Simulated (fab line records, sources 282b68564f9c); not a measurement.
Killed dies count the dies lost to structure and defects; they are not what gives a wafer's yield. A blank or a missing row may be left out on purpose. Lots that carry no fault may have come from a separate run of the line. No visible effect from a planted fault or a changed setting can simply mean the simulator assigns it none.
Lot-split experiment / flow rit cmos / on a route of 202 steps: 5 lots, 27 wafers read

ON THE SPLIT
At RIT_ACTIVE_DEVELOP_10 (develop time 50 s), the setting develop time s was moved away from the recipe's 50 s on 9 of the 27 wafers read, by -44.5% to +23.4%. This setting was run at the recipe's value on the other wafers.

FROM THE SPLIT TO THE READING: what the file shows between them, 4 steps
- RIT_ACTIVE_CD_MEAS_11: target cd 1400 nm
- RIT_ACTIVE_HARDBAKE_12: time 60 s
- RIT_ACTIVE_ETCH_13: etches Si3N4 in SF6, stops on SiO2, time 210 s, target depth 210 nm
- RIT_ACTIVE_STRIP_14: strips in O2, time 180 s

THE READING
cd nm at RIT_ACTIVE_CD_MEAS_90, given in nm (cd target 1400 nm). Typical for fault-free wafers on this fab line: 1401 nm, with standard deviation 3.3 nm.

wafer=L075.1; tool, chamber at the split=litho track-02, 0; develop time s as run, s=50; against the recipe=recipe; cd nm, nm=1396; against lot-mates on the recipe=-
wafer=L075.2; tool, chamber at the split=litho track-02, 0; develop time s as run, s=50; against the recipe=recipe; cd nm, nm=1397; against lot-mates on the recipe=-
wafer=L075.5; tool, chamber at the split=litho track-02, 0; develop time s as run, s=50; against the recipe=recipe; cd nm, nm=1397; against lot-mates on the recipe=-
wafer=L076.1; tool, chamber at the split=litho track-04, 0; develop time s as run, s=50; against the recipe=recipe; cd nm, nm=1400; against lot-mates on the recipe=-
wafer=L076.2; tool, chamber at the split=litho track-04, 0; develop time s as run, s=50; against the recipe=recipe; cd nm, nm=1401; against lot-mates on the recipe=-
wafer=L076.3; tool, chamber at the split=litho track-04, 0; develop time s as run, s=50; against the recipe=recipe; cd nm, nm=1399; against lot-mates on the recipe=-
wafer=L076.4; tool, chamber at the split=litho track-04, 0; develop time s as run, s=50; against the recipe=recipe; cd nm, nm=1400; against lot-mates on the recipe=-
wafer=L076.5; tool, chamber at the split=litho track-04, 0; develop time s as run, s=50; against the recipe=recipe; cd nm, nm=1399; against lot-mates on the recipe=-
wafer=L076.6; tool, chamber at the split=litho track-04, 0; develop time s as run, s=50; against the recipe=recipe; cd nm, nm=1401; against lot-mates on the recipe=-
wafer=L079.1; tool, chamber at the split=litho track-03, 0; develop time s as run, s=61.7; against the recipe=+23.4%; cd nm, nm=1378; against lot-mates on the recipe=-21
wafer=L079.2; tool, chamber at the split=litho track-03, 0; develop time s as run, s=50; against the recipe=recipe; cd nm, nm=1398; against lot-mates on the recipe=-
wafer=L079.3; tool, chamber at the split=litho track-03, 0; develop time s as run, s=61.7; against the recipe=+23.4%; cd nm, nm=1382; against lot-mates on the recipe=-17
wafer=L079.4; tool, chamber at the split=litho track-03, 0; develop time s as run, s=50; against the recipe=recipe; cd nm, nm=1400; against lot-mates on the recipe=-
wafer=L079.5; tool, chamber at the split=litho track-03, 0; develop time s as run, s=50; against the recipe=recipe; cd nm, nm=1399; against lot-mates on the recipe=-
wafer=L079.6; tool, chamber at the split=litho track-03, 0; develop time s as run, s=61.7; against the recipe=+23.4%; cd nm, nm=1379; against lot-mates on the recipe=-20
wafer=L081.1; tool, chamber at the split=litho track-03, 0; develop time s as run, s=50; against the recipe=recipe; cd nm, nm=1398; against lot-mates on the recipe=-
wafer=L081.2; tool, chamber at the split=litho track-03, 0; develop time s as run, s=61.43; against the recipe=+22.9%; cd nm, nm=1379; against lot-mates on the recipe=-19
wafer=L081.3; tool, chamber at the split=litho track-03, 0; develop time s as run, s=50; against the recipe=recipe; cd nm, nm=1400; against lot-mates on the recipe=-
wafer=L081.4; tool, chamber at the split=litho track-03, 0; develop time s as run, s=61.43; against the recipe=+22.9%; cd nm, nm=1378; against lot-mates on the recipe=-20
wafer=L081.5; tool, chamber at the split=litho track-03, 0; develop time s as run, s=50; against the recipe=recipe; cd nm, nm=1396; against lot-mates on the recipe=-
wafer=L081.6; tool, chamber at the split=litho track-03, 0; develop time s as run, s=61.43; against the recipe=+22.9%; cd nm, nm=1379; against lot-mates on the recipe=-19
wafer=L085.1; tool, chamber at the split=litho track-04, 0; develop time s as run, s=27.76; against the recipe=-44.5%; cd nm, nm=1464; against lot-mates on the recipe=+65
wafer=L085.2; tool, chamber at the split=litho track-04, 0; develop time s as run, s=27.76; against the recipe=-44.5%; cd nm, nm=1463; against lot-mates on the recipe=+64
wafer=L085.3; tool, chamber at the split=litho track-04, 0; develop time s as run, s=50; against the recipe=recipe; cd nm, nm=1398; against lot-mates on the recipe=-
wafer=L085.4; tool, chamber at the split=litho track-04, 0; develop time s as run, s=50; against the recipe=recipe; cd nm, nm=1400; against lot-mates on the recipe=-
wafer=L085.5; tool, chamber at the split=litho track-04, 0; develop time s as run, s=27.76; against the recipe=-44.5%; cd nm, nm=1466; against lot-mates on the recipe=+67
wafer=L085.6; tool, chamber at the split=litho track-04, 0; develop time s as run, s=50; against the recipe=recipe; cd nm, nm=1399; against lot-mates on the recipe=-

FIT RESULTS
A straight line over all 27 wafers: cd nm changes by -1.26 nm for each +1% of develop time s; r = -0.98; the points scatter about the line by 4.9 nm.
The same after taking each lot's own level away (the mean of its wafers on the recipe; 27 wafers): -1.25 nm for each +1%; r = -0.98; scatter 4.8 nm.
Per that fit: largest develop time s move, reading shift of 56 nm.
Measured against the standard deviation above, the lots' own levels, which go from 1396.7 to 1400.0 nm, span 1.0 times it.
The two slopes are in agreement: the lot-to-lot level therefore moves the slope only a little.
Check: for one of the wafers moved furthest among these (-44.5%), held out of the fit, the line's prediction against its lot-mates is +56.6 nm. Against them it came out at +65 nm.

FURTHER SPLITS ON THESE WAFERS
Other splits were also applied to these wafers ahead of the reading. Each is held against what the fit with the lots' levels taken away leaves over:
other split on the same wafers=RIT_ACTIVE_CVD_03 time s; wafers away from the commonest value=18; r with cd nm (lot level and that fit taken away)=-0.12

THE WHOLE CHAIN: every reading that the file lists as answering this split, in the file's order
step=RIT_ACTIVE_CD_MEAS_11; what it does=target cd 1400 nm; reading=cd nm; change (the file's fit)=-1.24 nm for each +1% of the setting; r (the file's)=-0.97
step=RIT_ACTIVE_ETCH_13; what it does=etches Si3N4 in SF6, stops on SiO2, time 210 s, target depth 210 nm; reading=ACTIVE.cd nm (the simulator's own value, which no gauge read); change (the file's fit)=-1.24 nm for each +1% of the setting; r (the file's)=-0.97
step=RIT_ACTIVE_CD_MEAS_90; what it does=target cd 1400 nm; reading=cd nm; change (the file's fit)=-1.24 nm for each +1% of the setting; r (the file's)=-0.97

FILE'S OWN FIT
cd nm changes by -1.24 nm for each +1% of develop time s, r = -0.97.
